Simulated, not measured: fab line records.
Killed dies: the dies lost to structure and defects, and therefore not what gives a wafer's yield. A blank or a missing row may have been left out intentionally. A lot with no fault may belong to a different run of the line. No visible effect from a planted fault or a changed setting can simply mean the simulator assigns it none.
The tool behind it: which one?    flow rit-cmos    at 1 step of a route of 202, 15 lots with 45 wafers sampled

## WHAT THE GAUGES READ, wafer by wafer
The record holds no reading of a measuring or inspecting step that can be judged against a usual standard deviation.

## EACH LOT AND THE TOOL THAT RAN IT (in order: tool; ch and the chambers of the sampled wafers; start)
lot   RIT_GATE_EXPOSE_13
L901  iline-stepper-02 ch 0, day 2 13:39
L902  iline-stepper-01 ch 0, day 2 22:35
L903  iline-stepper-01 ch 0, day 3 00:27
L905  iline-stepper-01 ch 0, day 3 11:00
L907  iline-stepper-01 ch 0, day 3 22:47
L908  iline-stepper-02, day 4 00:13
L909  iline-stepper-01, day 4 10:26
L910  iline-stepper-01, day 4 10:44
L911  iline-stepper-01 ch 0, day 4 18:18
L918  iline-stepper-01 ch 0, day 6 07:07
L919  iline-stepper-02 ch 0, day 6 10:37
L920  iline-stepper-02 ch 0, day 6 12:05
L921  iline-stepper-02 ch 0, day 6 21:35
L923  iline-stepper-02 ch 0, day 7 07:37
L924  iline-stepper-02 ch 0, day 7 11:44
- RIT_GATE_EXPOSE_13: exposes mask M6, target cd 150 nm.

## AS READ BY THE TOOLS THEMSELVES (means over the sampled wafers that have a number; for cases with no such wafer, the mark the record gives instead)
RIT_GATE_EXPOSE_13.
lot   tool              exposure-dose-mJ-cm2  focus-offset-nm (nm)
L901  iline-stepper-02  376.3                 0.0
L902  iline-stepper-01  376.8                 -0.1
L903  iline-stepper-01  377.1                 0.2
L905  iline-stepper-01  376.8                 0.1
L907  iline-stepper-01  376.6                 0.2
L908  iline-stepper-02  -                     -
L909  iline-stepper-01  -                     -
L910  iline-stepper-01  -                     -
L911  iline-stepper-01  376.2                 0.1
L918  iline-stepper-01  376.3                 0.4
L919  iline-stepper-02  376.5                 0.6
L920  iline-stepper-02  376.5                 0.5
L921  iline-stepper-02  376.9                 0.0
L923  iline-stepper-02  376.7                 0.4
L924  iline-stepper-02  376.7                 -0.7

## THE ANSWER, worked out from the rows above alone
Rule: usual is defined by the lots themselves. The widest of any qualifying gaps counts: lots, ordered by their means at a reading, are off when they make up no more than a third of the lots, leave a main group of 4 or more, and stand apart from it by 3 or more times the standard deviation of that group's means. The tables above print the reading to a certain number of digits; a main group whose means all agree to those digits is not used. A lot without any number at a reading at which 4 lots or more have one is off too. Where the step has rows for the other lots, those lots are counted as sound. The gauges are gone through in route order, then the tools' own readings, and for those a lot's mean is taken as printed above. At the first step where some lot is off, the reading lying furthest off is the one used; lots without a number count as furthest.
Off, at RIT_GATE_EXPOSE_13 on exposure-dose-mJ-cm2: L908, L909, L910. Without a number there: L908, L909, L910. Main group: mean 376.6, sd 0.26.
If a tool, at that step or one of the process steps before it, ran each lot that is off and ran no sound lot following the first of them, it fits. Of those tried, none fits.

## WHAT THE SIMULATOR PUT IN
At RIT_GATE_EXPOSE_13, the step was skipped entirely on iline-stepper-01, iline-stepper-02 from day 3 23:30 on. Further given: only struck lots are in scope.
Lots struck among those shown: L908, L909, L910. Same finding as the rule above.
